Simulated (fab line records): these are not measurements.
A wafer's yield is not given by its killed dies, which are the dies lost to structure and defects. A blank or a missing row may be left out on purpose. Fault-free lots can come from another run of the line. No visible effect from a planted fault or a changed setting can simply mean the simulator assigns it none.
Comparing a struck lot with a sound one + flow rit-cmos + 14 out of 202 route steps
Sound: wafers L597.1, L597.4, L597.6. Wafers L615.2, L615.5, L615.6 were the ones struck. Last of all comes the cause.
Each step with rows lists, per side, the tool, then ch with its chambers, then its first start. Under that, the readings that differ: sound wafers + struck wafers + difference of the means + sigmas: that difference in standard deviations of wafers without a fault.
alike: same words and numbers on both sides, and readings whose means sit less than 2 such deviations apart. not compared: any withheld reading, any reading some wafer has no value for, any bound like >300 that may hide the same value, and any number with overlapping values for which the record gives no deviation.
Wherever a step has rows on one side only, a row that says differs or no value, or a row with sigmas, the two part there. Numbers that have no deviation but don't overlap get no sigmas and don't part them. A reading that every wafer of one side lacks parts them only if that side has two wafers or more.

first, 1 step without rows for these wafers: RIT_SILICIDE_WET_ETCH_00 (etches SiO2 in BOE, target depth 14 nm, time 15 s).
RIT_SILICIDE_SPUTTER_01: material Ti, target thk 30 nm, time 240 s.
  sound: pvd-sputter-02 at day 3 08:37; struck: pvd-sputter-04 at day 7 06:28
  alike: throttle-valve-pct
RIT_SILICIDE_RS_MEAS_02: measurement is done with a four-point probe.
  sound: film-metro-03 at day 3 08:46; struck: film-metro-03 at day 7 06:38
  alike: SILICIDE_TI_RS
RIT_SILICIDE_THK_MEAS_03: measures by xrf.
  sound: film-metro-03 at day 3 08:53; struck: film-metro-03 at day 7 06:44
  alike: SILICIDE_TI_THK
RIT_SILICIDE_RTA_04: time 10 s, ramp up 5 s, ramp down 5 s.
  sound on rtp-anneal-01 ch 0, day 3 08:57; struck on rtp-anneal-02 ch 0, day 7 06:49
  alike: wafer_temp_C_max
then, 1 step without rows for these wafers: RIT_SILICIDE_WET_ETCH_05 (etches Ti in SPM, time 120 s).
RIT_SILICIDE_RTA_06: time 10 s, ramp up 5 s, ramp down 10 s.
  sound on rtp-anneal-02 ch 0, day 3 09:04; struck on rtp-anneal-01 ch 0, day 7 06:55
  alike: wafer_temp_C_max
RIT_CONTACT_CVD_00: deposits SiO2 from TEOS, target thk 400 nm, time 61 s.
  sound on pecvd-04 ch 0,2, day 3 09:07; struck on pecvd-04 ch 0,2, day 7 06:58
  alike: heater-power-w, rf-fwd-power-W
  not compared: since-wet-clean-h
RIT_CONTACT_THK_MEAS_01:
  sound: film-metro-02 at day 3 09:10; struck: film-metro-01 at day 7 07:02
  alike: CONTACT_TEOS_THK
then, 3 steps without rows for these wafers: RIT_CONTACT_HMDS_02 (prime time 60 s); RIT_CONTACT_COAT_03 (resist thk 1000 nm); RIT_CONTACT_SOFTBAKE_04 (time 60 s).
RIT_CONTACT_EXPOSE_05: exposes mask M11, target cd 1000 nm.
  struck on iline-stepper-02, day 7 07:40; sound on iline-stepper-02 ch 0, day 3 09:49
  no value came back on the struck wafers for exposure-dose-mJ-cm2, focus-offset-nm (nm), sigma-outer; on the sound wafers exposure-dose-mJ-cm2 reads 247.09 247.36 247.24
  alike: mask
after that, 1 step had no rows for these wafers: RIT_CONTACT_PEB_06.

== WHERE THEY PART ==
RIT_CONTACT_EXPOSE_05 only, going by this record.

WHY: what had been put in by the simulator
Step skipped in full: iline-stepper-02, at RIT_CONTACT_EXPOSE_05, from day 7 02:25 onward. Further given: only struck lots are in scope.
